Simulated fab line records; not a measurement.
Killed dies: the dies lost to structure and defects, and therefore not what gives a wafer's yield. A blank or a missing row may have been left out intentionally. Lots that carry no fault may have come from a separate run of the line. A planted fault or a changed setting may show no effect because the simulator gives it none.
A struck lot beside a sound one	flow rit_cmos	39 out of 202 route steps
Sound: wafers L780.1, L780.3, L780.5. The struck wafers were L782.2, L782.3, L782.4. The cause is given at the end.
For every step that has rows: the tool of each side, followed by ch and its chambers, followed by its first start. Under that, the readings that differ: sound wafers	struck wafers	difference of the means	sigmas: that difference in standard deviations of wafers without a fault.
alike: same words and numbers on both sides, and readings whose means sit less than 2 such deviations apart. not compared: any withheld reading, any reading some wafer has no value for, any bound like >300 that may hide the same value, and any number with overlapping values for which the record gives no deviation.
A row with sigmas, a row that says differs or no value, or rows on one side alone: a step with any of these is where the two part. When numbers do not overlap yet have no deviation, they are printed without sigmas and do not part them. A reading that every wafer of one side lacks parts them only if that side has two wafers or more.

first, 3 steps without rows for these wafers: RIT_GATE_EXPOSE_13 (exposes mask M6, target cd 150 nm); RIT_GATE_PEB_14; RIT_GATE_DEVELOP_15 (develop time 50 s).
RIT_GATE_CD_MEAS_16 targets a cd of 150 nm.
  sound: cd_sem-02 at day 3 19:08; struck: cd_sem-02 at day 4 04:29
  alike: cd_nm
RIT_GATE_OVL_MEAS_17:
  sound: overlay-01 at day 3 19:15; struck: overlay-02 at day 4 04:35
  alike: GATE_OVL
then, 1 step without rows for these wafers: RIT_GATE_HARDBAKE_18 (time 60 s).
RIT_GATE_ETCH_19: etches poly-Si in SF6/CHF3/O2, stops on SiO2, time 165 s, target depth 312.5 nm.
  sound on rie_si-02 ch 1,2, day 3 19:26; struck on rie_si-01 ch 0,2,3, day 4 04:57
  alike: drypump_motor_current_A, oes_product_au, throttle_valve_pct
  not compared: rf_hours_counter_h
RIT_GATE_STRIP_20: strips in O2, time 180 s.
  sound on plasma_asher-03 ch 0,1, day 3 19:33; struck on plasma_asher-04 ch 0,1, day 4 05:04
  alike: drypump_motor_current_A
  not compared: rf_hours_counter_h
RIT_GATE_CD_MEAS_90 targets a cd of 150 nm.
  sound: cd_sem-01 at day 3 19:43; struck: cd_sem-01 at day 4 05:16
  alike: cd_nm
then, 3 steps without rows for these wafers: RIT_REOX_CLEAN_00 (cleans in SC1, time 600 s); RIT_REOX_CLEAN_01 (cleans in dHF, time 30 s); RIT_REOX_CLEAN_02 (cleans in SC2, time 600 s).
RIT_REOX_OXIDATION_03: target thk 25.2 nm, ox time 5580 s.
  sound on furnace-03 ch 0, day 3 20:15; struck on furnace-04 ch 0, day 4 06:19
reading	sound	struck	difference	sigmas
spike_tc_centre_C (C)	901.2 903.1 902.5	911.8 911.3 909.4	+8.6	+7
spike_tc_load_C (C)	929.4 931.0 931.2	934.9 934.8 934.8	+4.3	+2
spike_tc_source_C (C)	921.0 922.4 921.0	933.0 935.4 932.3	+12.1	+9
model.SiO2_of_REOX_OXIDATION_03.thk_nm (nm)	25.94 25.61 26.12	27.73 27.65 28.11	+1.94	
RIT_REOX_THK_MEAS_04:
  sound: film_metro-02 at day 3 22:48; struck: film_metro-03 at day 4 08:52
reading	sound	struck	difference	sigmas
REOX_OXIDE_THK (nm)	25.9 25.6 26.2	27.8 27.7 28.1	+2.0	+4
then, 6 steps without rows for these wafers: RIT_NLDD_HMDS_00 (prime time 60 s); RIT_NLDD_COAT_01 (resist thk 1000 nm); RIT_NLDD_SOFTBAKE_02 (time 60 s); RIT_NLDD_EXPOSE_03 (exposes mask M7, target cd 40700 nm); RIT_NLDD_PEB_04; RIT_NLDD_DEVELOP_05 (develop time 50 s).
RIT_NLDD_OVL_MEAS_06:
  sound: overlay-02 at day 3 23:56; struck: overlay-02 at day 4 09:47
  alike: NLDD_OVL
then, 2 steps without rows for these wafers: RIT_NLDD_HARDBAKE_07 (time 60 s); RIT_NLDD_IMPLANT_08.
RIT_NLDD_STRIP_09: strips in O2, time 180 s.
  sound on plasma_asher-02 ch 0,1, day 4 00:16; struck on plasma_asher-03 ch 0,1, day 4 10:19
  alike: drypump_motor_current_A
  not compared: rf_hours_counter_h
RIT_NLDD_TW_MEAS_10:
  sound: film_metro-03 at day 4 00:27; struck: film_metro-03 at day 4 10:31
  alike: NLDD_TW
then, 6 steps without rows for these wafers: RIT_PLDD_HMDS_00 (prime time 60 s); RIT_PLDD_COAT_01 (resist thk 1000 nm); RIT_PLDD_SOFTBAKE_02 (time 60 s); RIT_PLDD_EXPOSE_03 (exposes mask M8, target cd 40900 nm); RIT_PLDD_PEB_04; RIT_PLDD_DEVELOP_05 (develop time 50 s).
RIT_PLDD_OVL_MEAS_06:
  sound: overlay-01 at day 4 01:29; struck: overlay-02 at day 4 11:32
reading	sound	struck	difference	sigmas
PLDD_OVL (nm)	2.4 3.6 4.1	-2.3 -1.4 -2.0	-5.3	-3
then, 2 steps without rows for these wafers: RIT_PLDD_HARDBAKE_07 (time 60 s); RIT_PLDD_IMPLANT_08.
RIT_PLDD_STRIP_09: strips in O2, time 180 s.
  sound on plasma_asher-03 ch 0,1, day 4 01:49; struck on plasma_asher-02 ch 0,1, day 4 11:52
  alike: drypump_motor_current_A
  not compared: rf_hours_counter_h
RIT_PLDD_TW_MEAS_10:
  sound: film_metro-03 at day 4 02:00; struck: film_metro-03 at day 4 12:03
  alike: PLDD_TW
RIT_SPACER_CLEAN_00: cleans in SC1, time 600 s.
  sound on wet_bench-04 ch 2, day 4 02:04; struck on wet_bench-04 ch 1, day 4 12:06
reading	sound	struck	difference	sigmas
model.SiO2_of_REOX_OXIDATION_03.thk_nm (nm)	23.95 23.64 24.11	25.61 25.53 25.96	+1.80	
then, 1 step without rows for these wafers: RIT_SPACER_CLEAN_01 (cleans in dHF, time 30 s).
RIT_M1_PROBE_99:
  sound: prober-01 at day 4 16:40; struck: prober-01 at day 5 01:35
reading	sound	struck	difference	sigmas
model.etest.pmos_turned.r_on_ohm_um	3468 3458 3483	3900 3908 4012	+470	
model.etest.pmos_0p3.r_on_ohm_um	6313 6142 6213	6508 6524 6636	+333	
model.etest.pmos_0p15.r_on_ohm_um	2754 2781 2770	2970 3011 3058	+245	
model.etest.pldd.rs_ohm_sq	536.8 523.4 549.8	648 645.2 681.5	+122	
model.etest.nmos_0p3.r_on_ohm_um	2156 2124 2121	2254 2250 2248	+117	
model.etest.nmos_0p15.r_on_ohm_um	1112 1133 1124	1208 1217 1218	+91	
model.etest.nmos_turned.drive_ua_um	321.3 329.7 320.6	278.4 279.8 266.1	-49.1	
model.etest.nldd.rs_ohm_sq	379.1 375 383.9	408.4 407.9 417.9	+32.1	
  alike: killed_at_contacts, killed_at_front_end, killed_dies, killed_open, killed_short

WHERE THEY PART
At RIT_REOX_OXIDATION_03 first; at RIT_PLDD_OVL_MEAS_06 last (within this record only). Later steps at which nothing parts them and some readings are alike: RIT_PLDD_STRIP_09, RIT_PLDD_TW_MEAS_10, RIT_M1_PROBE_99.

WHY: what had been put in by the simulator
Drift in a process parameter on furnace-04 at RIT_REOX_OXIDATION_03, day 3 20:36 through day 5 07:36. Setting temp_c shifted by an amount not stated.
